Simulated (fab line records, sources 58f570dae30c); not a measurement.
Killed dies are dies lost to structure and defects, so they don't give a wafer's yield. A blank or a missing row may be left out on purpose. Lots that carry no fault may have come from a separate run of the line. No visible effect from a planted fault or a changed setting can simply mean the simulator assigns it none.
What tool caused it? + flow berkeleyCmos170 + 14 lots, 42 wafers sampled, at 2 steps of a route of 331

## WHAT THE GAUGES READ, wafer by wafer
UCB170_SDANNEAL_RS_MEAS_05: uses a four-point probe to measure.
| lot  | measured     | on           | NLDD_RS (ohm/sq)  |
|------|--------------|--------------|-------------------|
| L212 | day 8 08:37  | filmMetro-02 | 615.5 618.1 616.4 |
| L211 | day 8 09:20  | filmMetro-04 | 615.8 613.7 613.8 |
| L213 | day 8 21:42  | filmMetro-02 | 619.0 615.5 618.9 |
| L214 | day 8 22:11  | filmMetro-01 | 614.0 614.6 615.0 |
| L216 | day 9 14:58  | filmMetro-04 | 614.5 613.6 613.7 |
| L218 | day 9 15:05  | filmMetro-01 | 614.9 616.5 617.4 |
| L220 | day 10 10:14 | filmMetro-01 | 617.3 618.1 617.8 |
| L224 | day 11 03:35 | filmMetro-02 | 615.9 616.6 617.2 |
| L228 | day 12 07:04 | filmMetro-04 | 615.9 615.0 614.3 |
| L229 | day 12 08:38 | filmMetro-02 | 616.6 615.9 617.5 |
| L230 | day 12 09:06 | filmMetro-01 | 615.8 615.8 616.2 |
| L231 | day 14 00:19 | filmMetro-02 | 617.3 615.5 614.4 |
| L232 | day 14 00:50 | filmMetro-02 | 615.8 616.4 617.1 |
| L233 | day 14 08:55 | filmMetro-02 | 616.8 615.8 618.0 |

UCB170_CONTACT_OVL_MEAS_16.
| lot  | measured     | on         | CONTACT_OVL (nm) |
|------|--------------|------------|------------------|
| L212 | day 8 12:59  | overlay-02 | -5 -8 -9         |
| L211 | day 8 15:15  | overlay-01 | -5 -8 -7         |
| L213 | day 9 03:22  | overlay-02 | -13 -7 -5        |
| L214 | day 9 03:54  | overlay-02 | 5 -2 5           |
| L216 | day 9 20:09  | overlay-01 | 4 -2 -3          |
| L218 | day 9 19:53  | overlay-01 | -2 -6 -2         |
| L220 | day 10 16:39 | overlay-02 | 9 7 0            |
| L224 | day 11 10:05 | overlay-01 | -9 1 -3          |
| L228 | day 12 12:52 | overlay-02 | -3 -6 -8         |
| L229 | day 12 14:10 | overlay-02 | -4 -1 0          |
| L230 | day 12 14:53 | overlay-02 | -6 -3 -7         |
| L231 | day 14 06:16 | overlay-02 | -5 0 0           |
| L232 | day 14 06:28 | overlay-01 | -1 -7 -4         |
| L233 | day 14 16:47 | overlay-01 | 4 7 1            |

## TOOL THAT RAN EACH LOT (tool first, then ch and the chambers of the sampled wafers, then the start)
The record shows no process step preceding these readings.

## AS READ BY THE TOOLS THEMSELVES (means over the sampled wafers that have a number; for cases with no such wafer, the mark the record gives instead)
The record holds no such reading with a usual standard deviation.

## THE ANSWER, worked out from the rows above alone
Rule: what is usual is taken from the lots themselves. Put in order of their means at a reading, lots are off if they are a third of the lots or fewer, leave a main group of 4 or more, and stand apart from it by a gap of 3 or more times the standard deviation of the main group's means; of several such gaps the widest counts. If all means in a main group match to the digits the tables above print for the reading, that group is not used. A lot without any number at a reading at which 4 lots or more have one is off too. Any other lot the step has rows for is counted as sound. After the gauges, taken in route order, come the tools' own readings; for these a lot's mean is taken, as printed above. The first step at which some lot is off is used, and at that step the reading that is off furthest; a lot without a number counts as furthest.
No lot is off at any reading shown: from this, nothing can be told.

## WHAT HAD BEEN PUT IN BY THE SIMULATOR
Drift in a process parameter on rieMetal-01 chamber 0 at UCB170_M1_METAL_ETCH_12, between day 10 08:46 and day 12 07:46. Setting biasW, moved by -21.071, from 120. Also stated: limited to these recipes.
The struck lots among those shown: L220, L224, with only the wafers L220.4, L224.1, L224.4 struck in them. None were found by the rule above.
